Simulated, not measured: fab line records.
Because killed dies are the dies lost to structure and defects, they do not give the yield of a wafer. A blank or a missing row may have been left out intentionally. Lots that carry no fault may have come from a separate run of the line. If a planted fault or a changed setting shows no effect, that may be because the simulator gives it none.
fab line records	flow berkeley-cmos170
[record] lots = 6	wafers = 18	last-day = 11
route steps=331 shown M1@238
lots with no fault: from the same line, run without faults
start-h: the number of hours between the record's first day and the start of the first shown wafer of the lot	wait-h: hours elapsed since this lot's preceding step	" the same as in the row above	L1.1+2: a single row standing in for several wafers	- no value present, or no start provided	* or withheld: withheld	< > ~ a bound
route shown NAME@n: NAME is a module with steps in the file, n the number in the route of the first one	usual: the fault-free wafers' mean and standard deviation	same: alike in all rows	chamber/n: place in a boat	sites: each site's reading	_std_site: the values' standard deviation	_edge_site: mean of outer sites minus mean of inner sites	radius-mm: how far each site lies from the wafer's centre	mask NAME#n: copy n	behind: the last tool/chamber to shape the wafer	hold: why the lot went on hold/how many hours it stayed there/how the hold came to an end	device: whichever transistor did not switch (one of n, p or np)	end of line: at the end of the route, the tests of the same wafers	where a step has no rows: the recipe by itself	killed: the dies lost at the first sort to structure and to defects; this is not the yield of the wafer	map: the dies of a wafer, with x for killed, . for not killed, _ for no die there
set.NAME: the run value of the setting; set.NAME@STEP: its run value at that earlier step	model.NAME: the simulator's own value behind a step, which no gauge read
a table for each step, a row for each wafer; lots at some steps of the route
services: when a tool's chamber went out of use (start-h, in hours from the record's first day, below 0 if earlier), for how many hours, and the reason
[[steps]]
[step UCB170_M1_SPUTTER_00]
[recipe] material = Al	target-thk-nm = 600	time-s = 80	power-w = 6000	chamber-pressure-pa = 0.5
[usual] throttle-valve-pct = 30.0/0.86
lot.wafer	tool	chamber	start-h	wait-h	throttle-valve-pct
L878.1	pvd-sputter-04	-	147.23	0.0	30.1
L878.2	"	-	"	"	29.9
L878.5	"	-	"	"	30.3
L880.1	pvd-sputter-04	-	159.17	0.0	29.9
L880.2	"	-	"	"	30.0
L880.6	"	-	"	"	30.1
L884.1	pvd-sputter-04	-	173.24	0.0	30.0
L884.2	"	-	"	"	29.9
L884.4	"	-	"	"	29.3
L883.1	pvd-sputter-02	-	174.99	0.0	28.3
L883.2	"	-	"	"	30.7
L883.3	"	-	"	"	31.1
L881.1	pvd-sputter-03	-	175.26	0.0	29.7
L881.4	"	-	"	"	31.2
L881.5	"	-	"	"	29.6
L898.4	pvd-sputter-04	-	243.82	0.0	30.0
L898.5	"	-	"	"	29.8
L898.6	"	-	"	"	29.3
[step UCB170_M1_RS_MEAS_01]
[recipe] thk-meas-gauge = four-point-probe	reads = Al_of_M1_SPUTTER_00
[usual] M1_AL_RS = 0.0487/0.00062
lot.wafer	tool	chamber	start-h	wait-h	M1_AL_RS[ohm/sq]
L878.1	film-metro-03	-	147.29	0.0	0.0502
L878.2	"	-	"	"	0.0489
L878.5	"	-	"	"	0.0494
L880.1	film-metro-01	-	159.24	0.0	0.0494
L880.2	"	-	"	"	0.0487
L880.6	"	-	"	"	0.0488
L884.1	film-metro-01	-	173.33	0.1	0.0497
L884.2	"	-	"	"	0.0490
L884.4	"	-	"	"	0.0496
L883.1	film-metro-01	-	175.05	0.0	0.0490
L883.2	"	-	"	"	0.0481
L883.3	"	-	"	"	0.0475
L881.1	film-metro-02	-	175.33	0.0	0.0495
L881.4	"	-	"	"	0.0492
L881.5	"	-	"	"	0.0492
L898.4	film-metro-03	-	243.94	0.1	0.0485
L898.5	"	-	"	"	0.0485
L898.6	"	-	"	"	0.0490
[step UCB170_M1_THK_MEAS_02]
[recipe] thk-meas-gauge = xrf	reads = Al_of_M1_SPUTTER_00
[usual] M1_AL_THK = 594/8.1
lot.wafer	tool	chamber	start-h	wait-h	M1_AL_THK[nm]
L878.1	film-metro-03	-	147.41	0.1	570
L878.2	"	-	"	"	589
L878.5	"	-	"	"	584
L880.1	film-metro-01	-	159.36	0.1	583
L880.2	"	-	"	"	591
L880.6	"	-	"	"	591
L884.1	film-metro-01	-	173.45	0.1	583
L884.2	"	-	"	"	589
L884.4	"	-	"	"	587
L883.1	film-metro-01	-	175.17	0.1	590
L883.2	"	-	"	"	602
L883.3	"	-	"	"	609
L881.1	film-metro-02	-	175.45	0.1	587
L881.4	"	-	"	"	590
L881.5	"	-	"	"	589
L898.4	film-metro-03	-	244.03	0.1	591
L898.5	"	-	"	"	593
L898.6	"	-	"	"	586
[step UCB170_M1_COAT_03]
[recipe] resist = BARC	temp-c = withheld	time-s = withheld	spin-rpm = 3000	resist-thk-nm = withheld
[step UCB170_M1_COAT_04]
[recipe] resist = KrF	spin-rpm = 1500	resist-thk-nm = 900
[step UCB170_M1_SOFTBAKE_05]
[recipe] resist = KrF	temp-c = 130	time-s = 60
[step UCB170_M1_EXPOSE_06]
[recipe] mask-id = METAL1	target-cd-nm = 700	na = 0.5	sigma-outer = 0.6	source-shape = conventional	dose-mj = 21
[step UCB170_M1_PEB_07]
[recipe] peb-temp-c = 130	peb-time-s = withheld	resist = KrF
[step UCB170_M1_DEVELOP_08]
[recipe] developer = TMAH	develop-time-s = 45	resist = KrF	dev-temp-c = 21
[step UCB170_M1_CD_MEAS_09]
[recipe] target-cd-nm = 700
[usual] cd-nm = 700.5/1.4
lot.wafer	tool	chamber	start-h	wait-h	cd-nm
L878.1	cd-sem-02	-	149.03	-	701.2
L878.2	"	-	"	"	700.9
L878.5	"	-	"	"	701.1
L880.1	cd-sem-02	-	161.52	-	702.2
L880.2	"	-	"	"	701.4
L880.6	"	-	"	"	700.7
L884.1	cd-sem-02	-	175.53	-	700.6
L884.2	"	-	"	"	700.6
L884.4	"	-	"	"	701.5
L883.1	cd-sem-01	-	176.76	-	700.6
L883.2	"	-	"	"	700.2
L883.3	"	-	"	"	700.7
L881.1	cd-sem-01	-	177.00	-	699.7
L881.4	"	-	"	"	701.1
L881.5	"	-	"	"	701.2
L898.4	cd-sem-02	-	245.25	-	699.0
L898.5	"	-	"	"	699.3
L898.6	"	-	"	"	700.9
[step UCB170_M1_OVL_MEAS_10]
[usual] M1_OVL = -3/5.9
lot.wafer	tool	chamber	start-h	wait-h	M1_OVL[nm]
L878.1	overlay-01	-	149.15	0.1	1
L878.2	"	-	"	"	-4
L878.5	"	-	"	"	-1
L880.1	overlay-01	-	161.64	0.1	5
L880.2	"	-	"	"	4
L880.6	"	-	"	"	-4
L884.1	overlay-02	-	175.65	0.1	-1
L884.2	"	-	"	"	9
L884.4	"	-	"	"	4
L883.1	overlay-01	-	176.88	0.1	-1
L883.2	"	-	"	"	-7
L883.3	"	-	"	"	-7
L881.1	overlay-02	-	177.12	0.1	-4
L881.4	"	-	"	"	3
L881.5	"	-	"	"	-8
L898.4	overlay-01	-	245.33	0.1	0
L898.5	"	-	"	"	4
L898.6	"	-	"	"	6
[step UCB170_M1_ETCH_11]
[recipe] chemistry = N2/H2	target-depth-a = withheld	overetch-a = withheld	target = BARC	time-s = withheld	source-w = 500	bias-w = 100	pressure-mtorr = 30	n2-flow-sccm = 100	h2-flow-sccm = 200
[usual] bias-w = 100.03/0.28	chamber-pressure-mTorr = 30.001/0.028	drypump-motor-current-A = 5.7/0.32	oes-product-au = 0.999/0.022	throttle-valve-pct = 13.34/0.18
lot.wafer	tool	chamber	start-h	wait-h	bias-w	chamber-pressure-mTorr	drypump-motor-current-A	oes-product-au	throttle-valve-pct
L878.1	rie-diel-04	0	149.18	0.0	100.03	30.037	5.3	0.980	13.34
L878.2	"	3	"	"	100.49	30.003	5.8	0.972	13.71
L878.5	"	2	"	"	100.00	29.961	5.3	0.987	13.09
L880.1	rie-diel-01	2	161.68	0.0	100.07	30.006	5.4	1.010	13.45
L880.2	"	1	"	"	100.20	29.972	5.7	0.977	13.50
L880.6	"	2	"	"	100.12	29.989	5.4	1.002	13.47
L884.1	rie-diel-01	2	175.68	0.0	100.33	30.003	5.4	1.009	13.48
L884.2	"	0	"	"	100.22	29.958	5.8	1.003	13.24
L884.4	"	1	"	"	99.74	29.997	5.7	0.982	13.49
L883.1	rie-diel-04	1	176.91	0.0	100.30	29.996	5.9	1.023	13.18
L883.2	"	3	"	"	100.00	30.044	5.8	0.967	13.69
L883.3	"	0	"	"	100.03	29.992	5.3	0.974	13.34
L881.1	rie-diel-01	2	177.15	0.0	100.05	29.973	5.4	1.010	13.46
L881.4	"	3	"	"	99.87	29.979	6.3	1.030	13.18
L881.5	"	2	"	"	99.61	30.016	5.4	1.006	13.46
L898.4	rie-diel-02	2	245.37	0.0	99.82	30.002	5.5	1.030	13.22
L898.5	"	0	"	"	100.29	30.016	6.1	1.003	13.54
L898.6	"	3	"	"	99.32	30.003	5.5	0.978	13.47
[step UCB170_M1_METAL_ETCH_12]
[recipe] chemistry = Cl2/BCl3	target = Al	stop-on = PSG	pressure-mtorr = 12	target-depth-a = 7800	over-etch-frac = 0.3	time-s = 130	icp-w = 600	bias-w = 120	Cl2_flow_sccm = 90	bcl3-flow-sccm = 45
[usual] bcl3-flow-sccm = 45.01/0.13	bias-w = 120.0/0.32	drypump-motor-current-A = 5.6/0.5	oes-product-au = 0.859/0.011	throttle-valve-pct = 24.45/0.2
lot.wafer	tool	chamber	start-h	wait-h	bcl3-flow-sccm	bias-w	drypump-motor-current-A	oes-product-au	rf-hours-counter-h	throttle-valve-pct	model.KrF_of_M1_COAT_04.thk-nm	model.PSG_of_CONTACT_CVD_01.thk-nm
L878.1	rie-metal-04	0	149.22	-	44.96	119.7	5.3	0.859	1	24.60	409	655.5
L878.2	"	1	"	"	45.12	119.8	5.1	0.854	8	24.22	429.8	659
L878.5	"	1	"	"	45.25	120.0	5.1	0.854	-	24.23	432.8	654
L880.1	rie-metal-02	1	161.72	-	45.00	120.3	6.0	0.855	4	24.85	443.6	655
L880.2	"	0	"	"	44.86	120.1	5.2	0.862	9	24.24	437.8	652.8
L880.6	"	0	"	"	44.88	119.8	5.2	0.856	-	24.25	442.1	649.4
L884.1	rie-metal-02	1	175.73	-	-	-	-	-	-	-	887.3	701.6
L884.2	"	0	"	"	-	-	-	-	-	-	886.6	695.8
L884.4	"	0	"	"	-	-	-	-	-	-	885.8	699.9
L883.1	rie-metal-01	0	176.95	-	-	-	-	-	-	-	877.1	688.9
L883.2	"	0	"	"	-	-	-	-	-	-	878.5	692.2
L883.3	"	0	"	"	-	-	-	-	-	-	876.4	684.1
L881.1	rie-metal-04	1	177.20	-	45.07	119.9	5.1	0.845	9	24.24	437.3	660.6
L881.4	"	1	"	"	45.05	119.6	5.1	0.846	-	24.26	431.9	659.9
L881.5	"	0	"	"	44.97	119.9	5.3	0.867	-	24.59	412.5	656.9
L898.4	rie-metal-04	0	245.43	-	44.81	120.5	5.2	0.875	-	24.59	414.8	661.8
L898.5	"	0	"	"	45.02	119.8	5.2	0.878	-	24.60	422.6	659.5
L898.6	"	1	"	"	45.22	119.9	5.1	0.852	-	24.23	431.8	667.5
[step UCB170_M1_STRIP_13]
[recipe] chemistry = O2	power-w = 400	pressure-mtorr = 3500	platen-temp-c = withheld	o2-flow-sccm = 400	overash-fraction = 0.5
[usual] drypump-motor-current-A = 5.9/0.32	oes-product-au = 0.720/0.0048
lot.wafer	tool	chamber	start-h	wait-h	drypump-motor-current-A	oes-product-au	rf-hours-counter-h
L878.1	plasma-asher-03	1	149.36	0.1	6.2	0.716	45
L878.2	"	0	"	"	6.2	0.725	45
L878.5	"	1	"	"	6.2	0.724	-
L880.1	plasma-asher-02	0	161.85	0.1	5.7	0.723	46
L880.2	"	1	"	"	5.5	0.725	46
L880.6	"	1	"	"	5.5	0.719	-
L884.1	plasma-asher-03	1	175.86	0.1	6.2	0.717	49
L884.2	"	0	"	"	6.2	0.715	49
L884.4	"	0	"	"	6.2	0.729	-
L883.1	plasma-asher-01	0	177.22	0.2	5.8	0.721	38
L883.2	"	1	"	"	5.5	0.734	38
L883.3	"	1	"	"	5.5	0.726	-
L881.1	plasma-asher-02	1	177.33	0.1	5.5	0.711	48
L881.4	"	1	"	"	5.5	0.722	-
L881.5	"	0	"	"	5.7	0.722	-
L898.4	plasma-asher-02	0	245.56	0.1	5.7	0.717	-
L898.5	"	0	"	"	5.7	0.716	-
L898.6	"	1	"	"	5.4	0.720	-
[step UCB170_M1_CD_MEAS_90]
[recipe] target-cd-nm = 700
[usual] cd-nm = 699.9/2.8
lot.wafer	tool	chamber	start-h	wait-h	cd-nm
L878.1	cd-sem-01	-	149.46	0.1	700.5
L878.2	"	-	"	"	702.0
L878.5	"	-	"	"	701.2
L880.1	cd-sem-02	-	161.95	0.1	702.9
L880.2	"	-	"	"	703.7
L880.6	"	-	"	"	704.3
L884.1	cd-sem-01	-	175.96	0.1	-
L884.2	"	-	"	"	-
L884.4	"	-	"	"	-
L883.1	cd-sem-01	-	177.32	0.1	-
L883.2	"	-	"	"	-
L883.3	"	-	"	"	-
L881.1	cd-sem-02	-	177.43	0.1	696.8
L881.4	"	-	"	"	696.8
L881.5	"	-	"	"	699.7
L898.4	cd-sem-02	-	245.75	0.2	702.0
L898.5	"	-	"	"	700.4
L898.6	"	-	"	"	698.5
[step UCB170_M1_ANNEAL_14]
[recipe] temp-c = 400	time-s = 1200	ambient = forming-gas
[[services]]
tool	chamber	start-h	hours	kind
pvd-sputter-04	-	131.73	1.2	repair
rie-diel-02	1	139.41	-	clean
rie-diel-02	1	139.41	24.4	scheduled-down
rie-diel-02	1	139.41	24.4	vent-cycle
rie-diel-02	-	155.32	15.6	pm
rie-diel-04	3	159.55	4.7	repair
rie-diel-04	2	160.71	2.1	repair
rie-diel-04	2	164.27	-	clean
rie-diel-04	2	164.27	25.3	scheduled-down
rie-diel-04	2	164.27	25.3	vent-cycle
pvd-sputter-04	-	181.30	8.3	repair
rie-diel-02	3	182.20	9.9	repair
rie-diel-01	1	184.20	7.6	repair
rie-diel-01	0	193.88	22.3	repair
pvd-sputter-03	3	204.91	-	consumable-replace:kit
pvd-sputter-03	3	204.91	18.0	scheduled-down
pvd-sputter-03	3	204.91	18.0	vent-cycle
rie-metal-01	1	205.72	-	clean
plasma-asher-01	-	211.22	0.7	repair
pvd-sputter-03	-	212.61	2.8	repair
rie-diel-01	1	212.77	5.0	repair
plasma-asher-02	-	215.74	5.9	repair
plasma-asher-03	-	225.04	2.9	repair
rie-diel-02	1	240.88	5.2	repair
[[key]]
[first-sign] step = UCB170_M1_METAL_ETCH_12	reading = tool-record	direction = missing
[effect] step = UCB170_M1_CD_MEAS_90	reading = cd-nm	direction = missing
[model-effect] step = UCB170_M1_METAL_ETCH_12	value = KrF_of_M1_COAT_04.thk-nm	without = 442.1	struck = 881.9
met-at UCB170_M1_METAL_ETCH_12
struck-wafers L883.1,L883.2,L883.3,L884.1,L884.2,L884.4
later-rows-left-out L883.1,L883.2,L883.3,L884.1,L884.2,L884.4
sort-left-out L883.1,L883.2,L883.3,L884.1,L884.2,L884.4
onset-between 161.72 175.73
[fault] kind = skipped-step-whole	tool = rie-metal-01,rie-metal-02	chamber = -	onset-h = 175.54	steps = UCB170_M1_METAL_ETCH_12	scope = struck-lots-only
// sort-left-out: the simulated sort isn't trusted on such a fault, so these wafers' sort isn't shown, and their yield isn't known
// later-rows-left-out: the simulator's readings of these wafers behind a module that went badly wrong aren't trusted and aren't shown, but for the sort
